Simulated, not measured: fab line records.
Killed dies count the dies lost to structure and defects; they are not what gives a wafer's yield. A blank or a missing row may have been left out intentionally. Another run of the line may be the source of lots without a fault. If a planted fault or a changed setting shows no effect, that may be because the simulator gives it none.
Code-filled problem report in 8D (eight disciplines) form	flow rit cmos	the parts of the form that need people (team, actions taken, sign-off) are left out

1. PROBLEM STATEMENT
Across 6 wafers from 2 lots, NLDD_TW at RIT_NLDD_TW_MEAS_10 averages 2644, while fault-free wafers read 2470 with a standard deviation of 12. Relative to the usual mean, that is a shift of +15 standard deviations.
Earliest sighting: wafer L126.1 on film metro-04 at day 4 15:45. The record has a number at this step for 42 wafers belonging to 14 lots. Rule for "out" (also "out of limits"): further than 4 standard deviations from the usual mean. All remaining wafers that have a number are taken as sound.

2. WHAT IT IS, AND WHAT IT ISN'T
question	is	is not
which readings at this step	NLDD_TW	-
which lots	L126, L130	L117, L118, L119, L120, L121, L122, L123, L125, L135, L137, L139, L140
which wafers of those lots	all that have a number	-
read on which gauges	film metro-04	film metro-02, film metro-03
when	from day 4 15:45	up to then (24 sound wafers); but 12 sound wafers of L135, L137, L139, L140 came after

3. WHAT RULES OUT EACH SUSPECT
Counting: a tool at any process step up to the reading remains a suspect when it ran all the lots that are out and ran no sound lot after the first of those.
- the gauge at RIT_NLDD_TW_MEAS_10 is ruled out. All the wafers that are out were read on film metro-04, but those of them that RIT_NLDD_IMPLANT_08 has rows for are out there too, on other tools.
- implanter-01 at RIT_NLDD_IMPLANT_08: ruled out as a lasting fault. Sound lots L140 ran on it after its first lot that is out, L126 (day 4 15:25).
Left after counting: nothing in the record.

4. THE CAUSE (what the simulator had put in)
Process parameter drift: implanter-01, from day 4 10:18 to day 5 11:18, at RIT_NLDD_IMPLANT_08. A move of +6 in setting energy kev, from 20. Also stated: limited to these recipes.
It was ruled out by counting, in error; the rule expects a fault to strike all lots run on its tool from its start on, and this fault did not.

5. SEQUENCE OF EFFECTS, ordered by route
Each row: a reading whose mean over the struck wafers that have a number lies more than 3 standard deviations from the usual. Only readings for which the record gives a usual standard deviation are gone through. hours: the time from each lot's start at the first step in this table that gives one to its start at this step, as a median over the lots. sigmas: the change in usual standard deviations.
hours	step	reading	usual	on struck wafers	change	sigmas
0	RIT_NLDD_IMPLANT_08	beam energy keV	20.002	26.002	+6.000	+99 or more
0	RIT_NLDD_TW_MEAS_10	NLDD_TW	2470	2644	+174	+15
17	RIT_SDANNEAL_RS_MEAS_07	NLDD_RS	151.7 ohm/sq	146.4	-5.3	-8.4
The process steps in it:
- RIT_NLDD_IMPLANT_08

6. HOW IT WOULD HAVE BEEN CAUGHT EARLIER
In this record the first reading out of limits at a measuring or inspecting step was taken at day 4 15:45, 5 hours after the fault began at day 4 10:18.
The tool's own readings at RIT_NLDD_IMPLANT_08 were out on every struck wafer that the step has a row for (beam energy keV): an alarm limit on them would have fired on the first of those.
